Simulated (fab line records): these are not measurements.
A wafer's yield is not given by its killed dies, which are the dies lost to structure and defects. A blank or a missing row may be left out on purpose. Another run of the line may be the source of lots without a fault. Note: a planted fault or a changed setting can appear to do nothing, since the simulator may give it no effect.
What tool caused it? | flow ritCmos | 14 lots, 42 wafers sampled, at 4 steps of a route of 202

== WHAT THE GAUGES SHOWED, per wafer ==
RIT_NLDD_TW_MEAS_10.
lot  | measured    | on           | NLDD_TW
L630 | day 3 02:04 | filmMetro-01 | 2480 2480 2490
L631 | day 3 08:14 | filmMetro-03 | 2518 2525 2508
L632 | day 3 14:44 | filmMetro-04 | 2484 2472 2468
L633 | day 3 21:54 | filmMetro-04 | 2468 2477 2486
L634 | day 4 00:23 | filmMetro-03 | 2527 2535 2532
L635 | day 4 06:13 | filmMetro-03 | 2524 2517 2520
L636 | day 4 09:59 | filmMetro-01 | 2494 2478 2484
L637 | day 4 11:51 | filmMetro-04 | 2483 2496 2488
L638 | day 4 21:49 | filmMetro-04 | 2501 2486 2492
L639 | day 5 02:25 | filmMetro-01 | 2486 2481 2492
L640 | day 5 07:46 | filmMetro-01 | 2495 2479 2478
L646 | day 6 20:12 | filmMetro-01 | 2328 2337 2336
L649 | day 7 11:48 | filmMetro-03 | 2400 2398 2396
L651 | day 8 07:52 | filmMetro-04 | 2500 2496 2495

RIT_SDANNEAL_RS_MEAS_07: the measuring method here is four-point-probe.
lot  | measured    | on           | NLDD_RS (ohm/sq)
L630 | day 3 10:56 | filmMetro-03 | 150.9 151.2 151.1
L631 | day 3 16:17 | filmMetro-03 | 151.2 151.1 150.8
L632 | day 3 22:21 | filmMetro-01 | 152.0 152.0 151.8
L633 | day 4 05:52 | filmMetro-01 | 151.2 150.9 150.8
L634 | day 4 08:16 | filmMetro-01 | 151.8 151.7 152.2
L635 | day 4 14:14 | filmMetro-03 | 151.5 152.0 151.4
L636 | day 4 17:56 | filmMetro-01 | 151.5 152.2 152.0
L637 | day 4 20:26 | filmMetro-01 | 150.8 151.0 150.8
L638 | day 5 05:41 | filmMetro-04 | 150.9 151.1 151.6
L639 | day 5 11:00 | filmMetro-04 | 152.1 151.5 151.4
L640 | day 5 16:20 | filmMetro-01 | 152.2 151.6 152.2
L646 | day 7 04:13 | filmMetro-01 | 154.7 155.2 154.9
L649 | day 7 22:15 | filmMetro-01 | 154.8 155.6 155.1
L651 | day 8 16:16 | filmMetro-01 | 151.2 151.3 151.5

== WHICH TOOL RAN EACH LOT (tool, then ch and the chambers of the sampled wafers, then the start) ==
lot  | RIT_GATE_ETCH_19               | RIT_NLDD_IMPLANT_08
L630 | rieSi-01 ch 1,3, day 2 20:32   | implanter-02 ch 0, day 3 01:45
L631 | rieSi-02 ch 2,3, day 3 01:53   | implanter-01 ch 0, day 3 07:56
L632 | rieSi-01 ch 1,2,3, day 3 09:36 | implanter-01 ch 0, day 3 14:25
L633 | rieSi-02 ch 0,2, day 3 15:28   | implanter-02 ch 0, day 3 21:35
L634 | rieSi-01 ch 0,2,3, day 3 17:46 | implanter-01 ch 0, day 4 00:04
L635 | rieSi-02 ch 0,3, day 3 23:31   | implanter-01 ch 0, day 4 05:53
L636 | rieSi-01 ch 0,2, day 4 04:30   | implanter-01 ch 0, day 4 09:41
L637 | rieSi-02 ch 0,2, day 4 06:15   | implanter-01 ch 0, day 4 11:32
L638 | rieSi-01 ch 2,3, day 4 16:24   | implanter-02 ch 0, day 4 21:31
L639 | rieSi-02 ch 0,3, day 4 20:47   | implanter-01 ch 0, day 5 02:07
L640 | rieSi-01 ch 1,2, day 4 22:53   | implanter-02 ch 0, day 5 07:27
L646 | rieSi-02 ch 2,3, day 6 13:00   | implanter-02 ch 0, day 6 19:53
L649 | rieSi-02 ch 0,1,3, day 7 04:07 | implanter-02 ch 0, day 7 11:31
L651 | rieSi-01 ch 1,2, day 7 23:00   | implanter-01 ch 0, day 8 07:32
- RIT_GATE_ETCH_19: etches poly-Si in SF6/CHF3/O2, stops on SiO2, time 165 s, target depth 312.5 nm.
- RIT_NLDD_IMPLANT_08

== WHAT THE TOOLS THEMSELVES READ (means of the sampled wafers that have a number; where no wafer has one, the mark that the record gives instead) ==
RIT_GATE_ETCH_19.
lot  | tool     | drypumpMotorCurrentA (A) | oesProductAu (a.u.) | rfFwdPowerW (W) | throttleValvePct (%)
L630 | rieSi-01 | 5.8                      | 0.859               | 160.3           | 10.22
L631 | rieSi-02 | 5.7                      | 0.844               | 160.0           | 10.10
L632 | rieSi-01 | 5.9                      | 0.837               | 159.4           | 10.27
L633 | rieSi-02 | 5.3                      | 0.849               | 159.7           | 9.99
L634 | rieSi-01 | 5.8                      | 0.848               | 159.3           | 10.30
L635 | rieSi-02 | 6.2                      | 0.843               | 159.7           | 10.13
L636 | rieSi-01 | 5.8                      | 0.848               | 159.3           | 10.39
L637 | rieSi-02 | 5.9                      | 0.850               | 159.5           | 10.03
L638 | rieSi-01 | 6.0                      | 0.841               | 159.3           | 10.31
L639 | rieSi-02 | 6.3                      | 0.831               | 158.3           | 10.11
L640 | rieSi-01 | 6.0                      | 0.849               | 159.1           | 10.35
L646 | rieSi-02 | 5.7                      | 0.857               | 159.3           | 10.11
L649 | rieSi-02 | 6.2                      | 0.858               | 159.1           | 10.17
L651 | rieSi-01 | 5.8                      | 0.856               | 159.5           | 10.33

RIT_NLDD_IMPLANT_08.
lot  | tool         | beamEnergyKeV
L630 | implanter-02 | 20.002
L631 | implanter-01 | 20.002
L632 | implanter-01 | 20.006
L633 | implanter-02 | 20.005
L634 | implanter-01 | 19.997
L635 | implanter-01 | 20.002
L636 | implanter-01 | 20.000
L637 | implanter-01 | 19.999
L638 | implanter-02 | 20.002
L639 | implanter-01 | 19.998
L640 | implanter-02 | 19.998
L646 | implanter-02 | 16.401
L649 | implanter-02 | 16.397
L651 | implanter-01 | 19.988

== THE ANSWER, worked out from the rows above alone ==
Rule: usual is defined by the lots themselves. Put in order of their means at a reading, lots are off if they are a third of the lots or fewer, leave a main group of 4 or more, and stand apart from it by a gap of 3 or more times the standard deviation of the main group's means; of several such gaps the widest counts. The tables above print the reading to a certain number of digits; a main group whose means all agree to those digits is not used. A lot without any number at a reading at which 4 lots or more have one is off too. All remaining lots with rows at the step are treated as sound. Order of review: gauges by route order, followed by the tools' own readings, for which a lot's mean as printed above is used. At the first step where some lot is off, the reading lying furthest off is the one used; lots without a number count as furthest.
Off: L646, L649, seen at RIT_NLDD_TW_MEAS_10 (NLDD_TW). The main group has a mean of 2495 with a standard deviation of 17.
A tool fits if, at a process step before that reading, it ran every lot that is off, and no sound lot after the first of them. Not tried: the gauges at RIT_NLDD_TW_MEAS_10; whatever is off there is also off at RIT_NLDD_IMPLANT_08, on other tools, and gauge error can't account for it. This does not decide it: 2 tools fit, namely rieSi-02 at RIT_GATE_ETCH_19 and implanter-02 at RIT_NLDD_IMPLANT_08.

== WHAT WAS PUT IN BY THE SIMULATOR ==
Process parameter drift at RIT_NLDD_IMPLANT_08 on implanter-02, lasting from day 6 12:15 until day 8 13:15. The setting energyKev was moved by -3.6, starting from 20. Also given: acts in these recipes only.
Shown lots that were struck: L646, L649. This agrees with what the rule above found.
